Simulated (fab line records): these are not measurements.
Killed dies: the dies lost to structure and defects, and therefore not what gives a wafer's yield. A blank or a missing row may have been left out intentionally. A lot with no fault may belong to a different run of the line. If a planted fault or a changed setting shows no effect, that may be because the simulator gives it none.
A struck lot beside a sound one / flow rit cmos / 18 out of 202 route steps
Sound: the wafers L512.2, L512.4, L512.5. Struck: wafers L518.2, L518.6 (left out: L518.1, a lot-mate that was not struck); the cause follows at the end.
At each step with rows: each side's tool, then ch and its chambers, then its first start. Under that, the readings that differ: sound wafers / struck wafers / difference of the means / sigmas: that difference in standard deviations of wafers without a fault.
alike: a reading whose means differ by less than 2 such deviations, as well as words and numbers matching on both sides. not compared: withheld readings; readings where some wafer has no value; bounds like >300 that might hide an equal value; numbers whose values overlap and for which the record gives no deviation.
Wherever a step has rows on one side only, a row that says differs or no value, or a row with sigmas, the two part there. Numbers that have no deviation but don't overlap get no sigmas and don't part them. A reading that every wafer of one side lacks parts them only if that side has two wafers or more.

RIT_M1_SPUTTER_00: material Al, target thk 400 nm, time 500 s.
  sound on pvd sputter-04 at day 4 02:13; struck on pvd sputter-04 at day 5 08:13
  alike: throttle valve pct
RIT_M1_RS_MEAS_01: the measuring method here is four-point-probe.
  sound on film metro-02 at day 4 02:32; struck on film metro-04 at day 5 08:31
  alike: M1_AL_RS
RIT_M1_THK_MEAS_02: measures by xrf.
  sound on film metro-02 at day 4 02:38; struck on film metro-04 at day 5 08:38
  alike: M1_AL_THK
then, 6 steps without rows for these wafers: RIT_M1_HMDS_03 (prime time 60 s); RIT_M1_COAT_04 (resist thk 1300 nm); RIT_M1_SOFTBAKE_05 (time 60 s); RIT_M1_EXPOSE_06 (exposes mask M12, target cd 2600 nm); RIT_M1_PEB_07; RIT_M1_DEVELOP_08 (develop time 68 s).
RIT_M1_CD_MEAS_09: the cd target is 2600 nm.
  sound on cd sem-02 at day 4 03:37; struck on cd sem-01 at day 5 09:42
  alike: cd nm
RIT_M1_OVL_MEAS_10:
  sound on overlay-02 at day 4 03:43; struck on overlay-02 at day 5 09:49
  alike: M1_OVL
then, 1 step without rows for these wafers: RIT_M1_HARDBAKE_11 (time 120 s).
RIT_M1_METAL_ETCH_12: etches Al in Cl2/BCl3, stops on SiO2, time 165 s, target depth 600 nm.
  sound on rie metal-03 ch 0,1, day 4 04:00; struck on rie metal-03 ch 0, day 5 10:06
reading=rf fwd power W (W); sound=248.3 247.9 250.5; struck=348.1 348.2; difference=+99.2; sigmas=+99 or more
reading=model.NOVOLAK_of_M1_COAT_04.thk nm (nm); sound=814.3 815.3 815.8; struck=690.9 688.5; difference=-125.4; sigmas=
reading=model.M1.cd nm (nm); sound=2599 2600 2599; struck=2577 2576; difference=-23; sigmas=
reading=model.M1.feature depth nm (nm); sound=434.8 441.4 429.7; struck=448 445.5; difference=+11; sigmas=
  alike: drypump motor current A, oes product au, throttle valve pct
  not compared: rf hours counter h
then, 1 step without rows for these wafers: RIT_M1_STRIP_13 (strips in nmp, time 600 s).
RIT_M1_STRIP_14: strips in O2, time 180 s.
  sound on plasma asher-03 ch 0,1, day 4 04:20; struck on plasma asher-03 ch 0,1, day 5 10:26
  alike: drypump motor current A, o2 flow sccm
  not compared: rf hours counter h
RIT_M1_CD_MEAS_90: the cd target is 2600 nm.
  sound on cd sem-02 at day 4 04:32; struck on cd sem-02 at day 5 10:37
reading=cd nm (nm); sound=2599 2600 2599; struck=2577 2576; difference=-23; sigmas=-7
then, 1 step without rows for these wafers: RIT_M1_ANNEAL_15 (time 1800 s).
RIT_M1_PROBE_99:
  sound on prober-02 at day 4 06:18; struck on prober-02 at day 5 12:24
reading=model.etest.m1.width nm (nm); sound=2600 2604 2589; struck=2581 2574; difference=-20; sigmas=
reading=model.etest.antenna m1.gate log10 a cm2; sound=-6.246 -6.372 -6.152; struck=-5.232 -5.395; difference=+0.943; sigmas=
reading=model.etest.antenna m1.vt shift v (V); sound=-0.01392 -0.008261 -0.006185; struck=-0.04581 -0.04102; difference=-0.03396; sigmas=
  alike: defect limited yield, killed at front end, killed dies, killed on rim, killed open, killed short, sort_bin_3_pad_short, sort_bin_5_function, sort_bin_6_memory, sort n pass, sort yield pct

## WHERE THEY PART
Earliest at RIT_M1_METAL_ETCH_12; latest, in this record, at RIT_M1_CD_MEAS_90. Later steps at which nothing parts them and some readings are alike: RIT_M1_PROBE_99.

WHY: whatever the simulator had introduced
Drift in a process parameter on rie metal-03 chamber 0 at RIT_M1_METAL_ETCH_12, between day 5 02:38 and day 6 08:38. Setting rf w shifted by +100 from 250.
